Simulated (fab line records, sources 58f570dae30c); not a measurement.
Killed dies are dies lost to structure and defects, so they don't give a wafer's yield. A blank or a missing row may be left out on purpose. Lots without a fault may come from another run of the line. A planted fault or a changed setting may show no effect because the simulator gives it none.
fab line records | flow berkeley_cmos170
record lots=5 wafers=23
route steps=331 shown START@3 ZERO@13 PWELL@42 WELLDRIVE@56 ACTIVE@68 PFIELD@86 NVT@111 PVT@122 GATE@133
start_h: hours from the record's first day to the start of the lot's first wafer shown | wait_h: hours since the lot's step before | " the same as in the row above | L1.1+2: a row that stands for several wafers | - no value, or no start given | * or withheld: withheld | < > ~ a bound
route shown NAME@n: a module of which the file shows steps, and the number in the route of the first | usual: mean/standard deviation of fault-free wafers | same: alike in all rows | chamber/n: place in a boat | sites: the reading at each site | _std_site: their standard deviation | _edge_site: outer sites' mean less inner sites' | radius_mm: how far each site lies from the wafer's centre | mask NAME#n: copy n | behind: the tool/chamber that last shaped the wafer | hold: why the lot was held/for how many hours/how that ended | device: the transistor (n, p or np) that didn't switch | end of line: the same wafers' tests at the end of the route | a step without rows: its recipe alone | killed: dies lost to structure and defects at the first sort, not the wafer's yield | map: a wafer's dies, x killed, . not, _ none there
set.NAME: the setting as run; set.NAME@STEP: as run at that earlier step | model.NAME: the simulator's own value behind a step, which no gauge read
lots whose settings were changed on purpose; a table a step, a row a wafer
## steps
# step UCB170_START_OXIDATION_02
# recipe temp_c=950 ambient=O2 target_thk_a=200 ox_time_s=1800
# columns lot.wafer tool chamber start_h wait_h set.ox_time_s model.SiO2_of_START_OXIDATION_02.thk_nm
L075.1 - - - 4.0 1583 18.46
L075.2 " - " " 1583 18.74
L075.3 " - " " 1583 18.47
L075.4 " - " " 1583 18.59
L075.5 " - " " 1583 18.69
L076.1 furnace-04 0 22.33 2.2 1800 20.19
L076.4 " 0 " " 1800 20.21
L076.6 " 0 " " 1800 20.08
L077.1 - - - 1.6 2034 21.06
L077.2 " - " " 2034 21.04
L077.3 " - " " 2034 21.1
L077.5 " - " " 2034 21.28
L077.6 " - " " 2034 21.08
L081.1 - - - 2.7 1800 20.41
L081.2 " - " " 1800 20.27
L081.3 " - " " 1800 20.3
L081.4 " - " " 1800 20.45
L081.5 " - " " 1800 20.24
L083.1 - - - 3.7 2010 21.75
L083.2 " - " " 2010 21.83
L083.4 " - " " 2010 22.04
L083.5 " - " " 2010 22.12
L083.6 " - " " 2010 22.17
# step UCB170_ZERO_STRIP_07
# recipe chemistry=O2 power_w=400 pressure_mtorr=3500 platen_temp_c=withheld o2_flow_sccm=400 overash_fraction=0.5
# usual strip_time_to_endpoint_s=21.52/0.052
# columns lot.wafer tool chamber start_h wait_h set.o2_flow_sccm strip_time_to_endpoint_s
L075.1 plasma_asher-02 0 26.49 0.0 374.8 21.76
L075.2 " 1 " " 374.8 21.73
L075.3 " 1 " " 400 21.55
L075.4 " 0 " " 400 21.62
L075.5 " 0 " " 400 21.59
L076.1 plasma_asher-04 0 27.76 0.0 400 21.50
L076.4 " 1 " " 400 21.53
L076.6 " 0 " " 400 21.55
L077.1 plasma_asher-04 1 32.40 0.0 400 21.44
L077.2 " 0 " " 429.5 21.28
L077.3 " 0 " " 429.5 21.28
L077.5 " 0 " " 429.5 21.23
L077.6 " 1 " " 400 21.42
L081.1 plasma_asher-02 0 54.86 0.0 378.8 21.64
L081.2 " 1 " " 378.8 21.61
L081.3 " 1 " " 378.8 21.63
L081.4 " 0 " " 400 21.47
L081.5 " 0 " " 400 21.54
L083.1 plasma_asher-04 1 63.75 0.0 400 21.57
L083.2 " 0 " " 400 21.47
L083.4 " 1 " " 400 21.52
L083.5 " 1 " " 400 21.56
L083.6 " 0 " " 400 21.50
# step UCB170_PWELL_COAT_08
# recipe resist=KrF spin_rpm=1500 resist_thk_nm=900
# columns lot.wafer tool chamber start_h wait_h set.resist_thk_nm model.KrF_of_PWELL_COAT_08.thk_nm
L075.1 litho_track-01 0 55.83 0.1 851.9 855.3
L075.2 " 0 " " 851.9 855.1
L075.3 " 0 " " 851.9 850.9
L075.4 " 0 " " 900 903.4
L075.5 " 0 " " 900 902.6
L076.1 litho_track-02 0 55.87 0.1 900 903
L076.4 " 0 " " 900 899.2
L076.6 " 0 " " 900 901.7
L077.1 litho_track-01 0 61.80 0.1 933.2 935.9
L077.2 " 0 " " 900 905
L077.3 " 0 " " 900 904
L077.5 " 0 " " 933.2 938.1
L077.6 " 0 " " 900 903.6
L081.1 litho_track-02 0 81.36 0.1 872.9 875.6
L081.2 " 0 " " 900 906.2
L081.3 " 0 " " 900 902.8
L081.4 " 0 " " 872.9 875.3
L081.5 " 0 " " 872.9 877.2
L083.1 litho_track-04 0 95.16 0.1 926.6 926.6
L083.2 " 0 " " 900 899.6
L083.4 " 0 " " 900 899.4
L083.5 " 0 " " 926.6 927
L083.6 " 0 " " 926.6 925.8
# step UCB170_PWELL_EXPOSE_10
# recipe mask_id=PWELL target_cd_nm=3000 na=0.5 sigma_outer=0.6 source_shape=conventional dose_mj=19
# columns lot.wafer tool chamber start_h wait_h mask set.dose_mj
L075.1+2+3+4+5 krf_scanner-01 0 56.42 0.4 PWELL#0 19
L076.1+4+6 krf_scanner-01 0 56.53 0.5 PWELL#0 19
L077.1+3+5 krf_scanner-02 0 62.23 0.2 PWELL#0 19
L077.2+6 " 0 " " PWELL#0 17.73
L081.1+4 krf_scanner-02 0 81.66 0.1 PWELL#0 19
L081.2+3+5 " 0 " " PWELL#0 19.8
L083.1+2+4+5+6 krf_scanner-01 0 95.59 0.2 PWELL#0 19
# step UCB170_PWELL_PEB_11
# recipe peb_temp_c=130 peb_time_s=withheld resist=KrF
# step UCB170_PWELL_DEVELOP_12
# recipe developer=TMAH develop_time_s=45 resist=KrF dev_temp_c=21
# step UCB170_PWELL_ETCH_14
# recipe chemistry=CH3F/Ar/O2 target=Si3N4 stop_on=SiO2 CH3F_flow_sccm=20 Ar_flow_sccm=50 O2_flow_sccm=7 pressure_mtorr=50 rf_w=450 target_depth_a=2420 over_etch_frac=0.1 time_s=151
# step UCB170_PWELL_IMPLANT_15
# recipe species=B dose_cm2=5e+12 energy_kev=60 tilt_deg=7
# step UCB170_PWELL_STRIP_16
# recipe chemistry=O2 power_w=400 pressure_mtorr=3500 platen_temp_c=withheld o2_flow_sccm=400 overash_fraction=0.5
# usual strip_time_to_endpoint_s=18.14/0.09
# columns lot.wafer tool chamber start_h wait_h set.resist_thk_nm@PWELL_COAT_08 strip_time_to_endpoint_s
L075.1 plasma_asher-04 0 57.29 0.1 851.9 16.96
L075.2 " 1 " " 851.9 17.13
L075.3 " 0 " " 851.9 16.89
L075.4 " 1 " " 900 18.13
L075.5 " 0 " " 900 18.30
L076.1 plasma_asher-01 0 57.57 0.1 900 18.30
L076.4 " 0 " " 900 18.08
L076.6 " 1 " " 900 18.29
L077.1 plasma_asher-01 1 62.91 0.1 933.2 18.94
L077.2 " 0 " " 900 18.27
L077.3 " 0 " " 900 18.25
L077.5 " 0 " " 933.2 19.03
L077.6 " 1 " " 900 18.23
L081.1 plasma_asher-01 0 82.34 0.1 872.9 17.57
L081.2 " 1 " " 900 18.21
L081.3 " 0 " " 900 18.24
L081.4 " 1 " " 872.9 17.54
L081.5 " 0 " " 872.9 17.55
L083.1 plasma_asher-01 0 96.26 0.1 926.6 18.69
L083.2 " 1 " " 900 18.06
L083.4 " 0 " " 900 18.01
L083.5 " 1 " " 926.6 18.67
L083.6 " 0 " " 926.6 18.67
# step UCB170_WELLDRIVE_OXIDATION_01
# recipe temp_c=1100 ambient=O2 target_thk_a=1990 ox_time_s=9000
# columns lot.wafer tool chamber start_h wait_h set.temp_c model.SiO2_of_WELLDRIVE_OXIDATION_01.thk_nm
L075.1 - - - 2.6 1127 229.3
L075.2 " - " " 1127 228.5
L075.3 " - " " 1127 232.7
L075.4 " - " " 1127 230.6
L075.5 " - " " 1127 230
L076.1 furnace-04 0 67.38 2.6 1100 203.9
L076.4 " 0 " " 1100 206.7
L076.6 " 0 " " 1100 202.5
L077.1 - - - 3.1 1084 184.7
L077.2 " - " " 1084 181.8
L077.3 " - " " 1084 177
L077.5 " - " " 1084 179.2
L077.6 " - " " 1084 178.2
L081.1 - - - 2.0 1119 222.7
L081.2+5 " - " " 1119 223.9
L081.3 " - " " 1119 224.4
L081.4 " - " " 1119 225.6
L083.1 - - - 4.2 1100 201.4
L083.2 " - " " 1100 198.1
L083.4 " - " " 1100 196.8
L083.5 " - " " 1100 199.5
L083.6 " - " " 1100 193.6
# step UCB170_WELLDRIVE_THK_MEAS_02
# recipe reads=SiO2_of_WELLDRIVE_OXIDATION_01
# usual WELLDRIVE_OXIDE_THK=202.0/2.9
# columns lot.wafer tool chamber start_h wait_h set.temp_c@WELLDRIVE_OXIDATION_01 WELLDRIVE_OXIDE_THK[nm]
L075.1 film_metro-01 - - - 1127 229.6
L075.2 " - " " 1127 228.4
L075.3 " - " " 1127 232.4
L075.4 " - " " 1127 230.6
L075.5 " - " " 1127 230.0
L076.1 film_metro-03 - 70.88 0.0 1100 203.9
L076.4 " - " " 1100 206.7
L076.6 " - " " 1100 202.5
L077.1 film_metro-02 - - - 1084 184.6
L077.2 " - " " 1084 181.6
L077.3 " - " " 1084 177.1
L077.5 " - " " 1084 179.2
L077.6 " - " " 1084 178.2
L081.1 film_metro-01 - - - 1119 222.8
L081.2 " - " " 1119 224.0
L081.3 " - " " 1119 224.4
L081.4 " - " " 1119 225.6
L081.5 " - " " 1119 223.9
L083.1 film_metro-03 - - - 1100 201.4
L083.2 " - " " 1100 198.0
L083.4 " - " " 1100 196.9
L083.5 " - " " 1100 199.4
L083.6 " - " " 1100 193.5
# step UCB170_ACTIVE_COAT_08
# recipe resist=KrF spin_rpm=1500 resist_thk_nm=900
# columns lot.wafer tool chamber start_h wait_h set.spin_rpm model.KrF_of_ACTIVE_COAT_08.thk_nm
L076.1 litho_track-03 0 86.03 0.1 1500 900.4
L076.4 " 0 " " 1500 900.7
L076.6 " 0 " " 1500 901.7
L075.1 litho_track-04 0 86.15 0.1 1586 877
L075.2 " 0 " " 1500 900.3
L075.3 " 0 " " 1586 874.6
L075.4 " 0 " " 1500 901.4
L075.5 " 0 " " 1586 874.5
L077.1 litho_track-04 0 89.99 0.1 1500 902.6
L077.2 " 0 " " 1463 913.2
L077.3 " 0 " " 1500 903.7
L077.5 " 0 " " 1463 913.8
L077.6 " 0 " " 1500 901.8
L081.1 litho_track-04 0 115.73 0.1 1566 879.6
L081.2 " 0 " " 1500 900.5
L081.3+4 " 0 " " 1566 881
L081.5 " 0 " " 1500 901
L083.1 litho_track-02 0 122.85 0.1 1500 899.2
L083.2 " 0 " " 1407 927.4
L083.4 " 0 " " 1407 925.4
L083.5 " 0 " " 1407 928.4
L083.6 " 0 " " 1500 899.9
# step UCB170_ACTIVE_SOFTBAKE_09
# recipe resist=KrF temp_c=130 time_s=60
# step UCB170_ACTIVE_EXPOSE_10
# recipe mask_id=ACTIVE target_cd_nm=1200 na=0.5 sigma_outer=0.6 source_shape=conventional dose_mj=20
# step UCB170_ACTIVE_ETCH_15
# recipe chemistry=CH3F/Ar/O2 target=Si3N4 stop_on=SiO2 CH3F_flow_sccm=20 Ar_flow_sccm=50 O2_flow_sccm=7 pressure_mtorr=50 rf_w=450 target_depth_a=2420 over_etch_frac=0.1 time_s=151
# columns lot.wafer tool chamber start_h wait_h set.spin_rpm@ACTIVE_COAT_08 model.KrF_of_ACTIVE_COAT_08.thk_nm
L076.1 rie_diel-04 2 87.00 0.0 1500 727.2
L076.4 " 3 " " 1500 728.7
L076.6 " 1 " " 1500 729.4
L075.1 rie_diel-02 0 87.12 0.0 1586 703.2
L075.2 " 1 " " 1500 724
L075.3 " 2 " " 1586 698.8
L075.4 " 3 " " 1500 724.3
L075.5 " 1 " " 1586 698.5
L077.1 rie_diel-02 3 90.90 0.0 1500 724.6
L077.2 " 1 " " 1463 736.6
L077.3 " 0 " " 1500 730.9
L077.5 " 2 " " 1463 739.5
L077.6 " 1 " " 1500 725.8
L081.1 rie_diel-04 1 116.85 0.0 1566 705.8
L081.2 " 2 " " 1500 725.7
L081.3 " 3 " " 1566 709.3
L081.4 " 0 " " 1566 704.9
L081.5 " 2 " " 1500 726.1
L083.1 rie_diel-04 3 123.70 0.0 1500 727.1
L083.2 " 2 " " 1407 753
L083.4 " 0 " " 1407 749.6
L083.5 " 1 " " 1407 754.2
L083.6 " 2 " " 1500 723
# step UCB170_ACTIVE_STRIP_16
# recipe chemistry=O2 power_w=400 pressure_mtorr=3500 platen_temp_c=withheld o2_flow_sccm=400 overash_fraction=0.5
# usual oes_product_au=0.721/0.0041 strip_time_to_endpoint_s=18.12/0.072
# columns lot.wafer tool chamber start_h wait_h set.power_w set.spin_rpm@ACTIVE_COAT_08 oes_product_au strip_time_to_endpoint_s
L076.1 plasma_asher-04 1 87.10 0.1 400 1500 0.723 18.16
L076.4 " 0 " " 400 1500 0.721 18.18
L076.6 " 0 " " 400 1500 0.716 18.22
L075.1 plasma_asher-04 1 87.22 0.1 431.8 1586 0.749 16.62
L075.2 " 0 " " 400 1500 0.720 18.08
L075.3 " 1 " " 400 1586 0.719 17.47
L075.4 " 0 " " 431.8 1500 0.748 17.08
L075.5 " 1 " " 400 1586 0.721 17.44
L077.1 plasma_asher-04 1 91.00 0.1 439.7 1500 0.752 16.88
L077.2 " 0 " " 400 1463 0.717 18.38
L077.3 " 0 " " 439.7 1500 0.752 17.02
L077.5 " 1 " " 400 1463 0.727 18.44
L077.6 " 0 " " 400 1500 0.717 18.11
L081.1 plasma_asher-03 0 116.95 0.1 353.1 1566 0.676 19.36
L081.2 " 1 " " 353.1 1500 0.684 19.88
L081.3 " 0 " " 353.1 1566 0.678 19.45
L081.4 " 1 " " 400 1566 0.726 17.60
L081.5 " 1 " " 400 1500 0.731 18.11
L083.1 plasma_asher-03 0 123.80 0.1 400 1500 0.721 18.14
L083.2 " 1 " " 400 1407 0.718 18.77
L083.4 " 1 " " 400 1407 0.721 18.69
L083.5 " 1 " " 400 1407 0.721 18.79
L083.6 " 0 " " 400 1500 0.723 18.06
# step UCB170_PFIELD_IMPLANT_07
# recipe species=B dose_cm2=2e+13 energy_kev=80 tilt_deg=7
# columns lot.wafer tool chamber start_h wait_h set.dose_cm2
L075.1+5 implanter-04 0 90.48 0.0 2e+13
L075.2+3+4 " 0 " " 1.94e+13
L076.1+4+6 implanter-01 0 90.59 0.0 2e+13
L077.1+2+3+5+6 implanter-04 0 93.32 0.0 2e+13
L081.1+5 implanter-02 0 119.03 0.0 2e+13
L081.2+3+4 " 0 " " 1.896e+13
L083.1+5 implanter-04 0 125.31 0.0 2e+13
L083.2+4+6 " 0 " " 1.93e+13
# step UCB170_PFIELD_STRIP_08
# recipe chemistry=O2 power_w=400 pressure_mtorr=3500 platen_temp_c=withheld o2_flow_sccm=400 overash_fraction=0.5
# step UCB170_PFIELD_TW_MEAS_09
# usual PFIELD_TW=602/4.3
# columns lot.wafer tool chamber start_h wait_h set.dose_cm2@PFIELD_IMPLANT_07 PFIELD_TW
L075.1 film_metro-02 - 90.73 0.1 2e+13 598
L075.2 " - " " 1.94e+13 595
L075.3 " - " " 1.94e+13 597
L075.4 " - " " 1.94e+13 594
L075.5 " - " " 2e+13 599
L076.1 film_metro-03 - 90.84 0.1 2e+13 600
L076.4 " - " " 2e+13 604
L076.6 " - " " 2e+13 603
L077.1 film_metro-04 - 93.57 0.1 2e+13 610
L077.2 " - " " 2e+13 610
L077.3 " - " " 2e+13 610
L077.5 " - " " 2e+13 610
L077.6 " - " " 2e+13 608
L081.1 film_metro-04 - 119.28 0.1 2e+13 605
L081.2 " - " " 1.896e+13 596
L081.3 " - " " 1.896e+13 595
L081.4 " - " " 1.896e+13 596
L081.5 " - " " 2e+13 607
L083.1 film_metro-03 - 125.56 0.1 2e+13 598
L083.2 " - " " 1.93e+13 594
L083.4 " - " " 1.93e+13 592
L083.5 " - " " 2e+13 598
L083.6 " - " " 1.93e+13 591
# step UCB170_NVT_IMPLANT_07
# recipe species=BF2 dose_cm2=3e+12 energy_kev=50 tilt_deg=7
# columns lot.wafer tool chamber start_h wait_h set.dose_cm2
L075.1+3 implanter-04 0 121.05 0.0 3.099e+12
L075.2+4+5 " 0 " " 3e+12
L076.1+4+6 implanter-03 0 121.39 0.0 3e+12
L077.1+2+5 implanter-01 0 121.63 0.0 3e+12
L077.3+6 " 0 " " 3.162e+12
L081.1+3+5 implanter-03 0 146.75 0.0 2.924e+12
L081.2+4 " 0 " " 3e+12
L083.1+4+5 implanter-04 0 157.10 0.1 2.821e+12
L083.2+6 " 0 " " 3e+12
# step UCB170_NVT_STRIP_08
# recipe chemistry=O2 power_w=400 pressure_mtorr=3500 platen_temp_c=withheld o2_flow_sccm=400 overash_fraction=0.5163
# step UCB170_NVT_TW_MEAS_09
# usual NVT_TW=526/3.1
# columns lot.wafer tool chamber start_h wait_h set.dose_cm2@NVT_IMPLANT_07 NVT_TW
L075.1 film_metro-03 - 121.30 0.1 3.099e+12 532
L075.2 " - " " 3e+12 522
L075.3 " - " " 3.099e+12 531
L075.4 " - " " 3e+12 522
L075.5 " - " " 3e+12 525
L076.1 film_metro-02 - 121.64 0.1 3e+12 521
L076.4 " - " " 3e+12 521
L076.6 " - " " 3e+12 520
L077.1 film_metro-02 - 121.88 0.1 3e+12 520
L077.2 " - " " 3e+12 526
L077.3 " - " " 3.162e+12 532
L077.5 " - " " 3e+12 522
L077.6 " - " " 3.162e+12 533
L081.1 film_metro-03 - 147.00 0.1 2.924e+12 523
L081.2 " - " " 3e+12 524
L081.3 " - " " 2.924e+12 520
L081.4 " - " " 3e+12 526
L081.5 " - " " 2.924e+12 521
L083.1 film_metro-03 - 157.35 0.1 2.821e+12 517
L083.2 " - " " 3e+12 528
L083.4 " - " " 2.821e+12 518
L083.5 " - " " 2.821e+12 519
L083.6 " - " " 3e+12 526
# step UCB170_PVT_IMPLANT_07
# recipe species=P dose_cm2=2e+12 energy_kev=30 tilt_deg=7
# columns lot.wafer tool chamber start_h wait_h set.dose_cm2
L075.1+2+5 implanter-02 0 123.32 0.0 2e+12
L075.3+4 " 0 " " 1.929e+12
L077.1+2+3+5+6 implanter-03 0 123.46 0.0 2e+12
L076.1+4+6 implanter-01 0 123.54 0.0 2e+12
L081.1+2+4 implanter-03 0 149.69 0.0 2.049e+12
L081.3+5 " 0 " " 2e+12
L083.1+2+4 implanter-03 0 158.79 0.0 2e+12
L083.5+6 " 0 " " 2.129e+12
# step UCB170_PVT_STRIP_08
# recipe chemistry=O2 power_w=400 pressure_mtorr=3500 platen_temp_c=withheld o2_flow_sccm=400 overash_fraction=0.5
# columns lot.wafer tool chamber start_h wait_h set.overash_fraction
L075.1+2+3+4+5 plasma_asher-02 0,1,0,1,0 123.47 0.1 0.5
L077.1+2+3+5+6 plasma_asher-04 0,1,1,1,0 123.61 0.1 0.5
L076.1+4+6 plasma_asher-01 0,1,1 123.69 0.1 0.5
L081.1+2+3+4+5 plasma_asher-04 0,1,1,0,1 149.84 0.1 0.5
L083.1+5+6 plasma_asher-01 0,1,0 158.94 0.1 0.6203
L083.2+4 " 1 " " 0.5
# step UCB170_PVT_TW_MEAS_09
# usual PVT_TW=509/4
# columns lot.wafer tool chamber start_h wait_h set.dose_cm2@PVT_IMPLANT_07 PVT_TW
L075.1 film_metro-03 - 123.57 0.1 2e+12 507
L075.2 " - " " 2e+12 508
L075.3 " - " " 1.929e+12 500
L075.4 " - " " 1.929e+12 504
L075.5 " - " " 2e+12 508
L077.1 film_metro-04 - 123.71 0.1 2e+12 514
L077.2 " - " " 2e+12 512
L077.3 " - " " 2e+12 513
L077.5 " - " " 2e+12 514
L077.6 " - " " 2e+12 513
L076.1 film_metro-01 - 123.79 0.1 2e+12 505
L076.4 " - " " 2e+12 503
L076.6 " - " " 2e+12 502
L081.1 film_metro-03 - 149.94 0.1 2.049e+12 515
L081.2 " - " " 2.049e+12 515
L081.3 " - " " 2e+12 510
L081.4 " - " " 2.049e+12 513
L081.5 " - " " 2e+12 512
L083.1 film_metro-01 - 159.04 0.1 2e+12 504
L083.2 " - " " 2e+12 503
L083.4 " - " " 2e+12 504
L083.5 " - " " 2.129e+12 514
L083.6 " - " " 2.129e+12 511
# step UCB170_GATE_COAT_07
# recipe resist=KrF spin_rpm=1500 resist_thk_nm=900
# columns lot.wafer tool chamber start_h wait_h set.spin_rpm model.KrF_of_GATE_COAT_07.thk_nm
L077.1 litho_track-02 0 - - 1500 894.5
L077.2 " 0 " " 1500 895.2
L077.3+5 " 0 " " 1500 894.4
L077.6 " 0 " " 1500 897.2
L076.1 litho_track-04 0 - - 1500 902.5
L076.4+6 " 0 " " 1500 905.1
L075.1 litho_track-03 0 - - 1500 897.7
L075.2 " 0 " " 1500 900.4
L075.3 " 0 " " 1500 899.7
L075.4 " 0 " " 1500 898
L075.5 " 0 " " 1500 898.9
L081.1 litho_track-03 0 - - 1500 902.4
L081.2 " 0 " " 1434 922.7
L081.3 " 0 " " 1434 921.7
L081.4 " 0 " " 1500 903.4
L081.5 " 0 " " 1500 901.9
L083.1 litho_track-03 0 - - 1500 901.7
L083.2 " 0 " " 1500 901.4
L083.4 " 0 " " 1431 925.4
L083.5 " 0 " " 1500 899.4
L083.6 " 0 " " 1431 922
## key
split step=UCB170_START_OXIDATION_02 setting=ox_time_s stated=1800 by=lot
response step=UCB170_START_OXIDATION_02 reading=model.SiO2_of_START_OXIDATION_02.thk_nm change=+0.117 per=1% r=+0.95
split step=UCB170_ZERO_STRIP_07 setting=o2_flow_sccm stated=400 by=wafer
response step=UCB170_ZERO_STRIP_07 reading=strip_time_to_endpoint_s change=* per=1% r=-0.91
split step=UCB170_PWELL_COAT_08 setting=resist_thk_nm stated=900 by=wafer
response step=UCB170_PWELL_COAT_08 reading=model.KrF_of_PWELL_COAT_08.thk_nm change=+9.16 per=1% r=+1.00
response step=UCB170_PWELL_STRIP_16 reading=strip_time_to_endpoint_s change=* per=1% r=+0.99
split step=UCB170_PWELL_EXPOSE_10 setting=dose_mj stated=19 by=wafer
response none clear
split step=UCB170_WELLDRIVE_OXIDATION_01 setting=temp_c stated=1100 by=lot
response step=UCB170_WELLDRIVE_OXIDATION_01 reading=model.SiO2_of_WELLDRIVE_OXIDATION_01.thk_nm change=+13 per=1% r=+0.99
response step=UCB170_WELLDRIVE_THK_MEAS_02 reading=WELLDRIVE_OXIDE_THK change=+13 per=1% r=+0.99
split step=UCB170_ACTIVE_COAT_08 setting=spin_rpm stated=1500 by=wafer
response step=UCB170_ACTIVE_COAT_08 reading=model.KrF_of_ACTIVE_COAT_08.thk_nm change=-4.47 per=1% r=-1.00
response step=UCB170_ACTIVE_ETCH_15 reading=model.KrF_of_ACTIVE_COAT_08.thk_nm change=-4.32 per=1% r=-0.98
response step=UCB170_ACTIVE_STRIP_16 reading=strip_time_to_endpoint_s slope=* per=1% together_with=power_w@ACTIVE_STRIP_16 explained=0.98
split step=UCB170_ACTIVE_STRIP_16 setting=power_w stated=400 by=wafer
response step=UCB170_ACTIVE_STRIP_16 reading=oes_product_au change=+0.0037 per=1% r=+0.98
response step=UCB170_ACTIVE_STRIP_16 reading=strip_time_to_endpoint_s change=* per=1% r=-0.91
split step=UCB170_PFIELD_IMPLANT_07 setting=dose_cm2 stated=2e+13 by=wafer
response step=UCB170_PFIELD_TW_MEAS_09 reading=PFIELD_TW change=+1.7 per=1% r=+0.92
split step=UCB170_NVT_IMPLANT_07 setting=dose_cm2 stated=3e+12 by=wafer
response step=UCB170_NVT_TW_MEAS_09 reading=NVT_TW change=+1.79 per=1% r=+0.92
split step=UCB170_PVT_IMPLANT_07 setting=dose_cm2 stated=2e+12 by=wafer
response step=UCB170_PVT_TW_MEAS_09 reading=PVT_TW change=+1.42 per=1% r=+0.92
split step=UCB170_PVT_STRIP_08 setting=overash_fraction stated=0.5 by=wafer
response none clear
split step=UCB170_GATE_COAT_07 setting=spin_rpm stated=1500 by=wafer
response step=UCB170_GATE_COAT_07 reading=model.KrF_of_GATE_COAT_07.thk_nm change=-4.73 per=1% r=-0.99
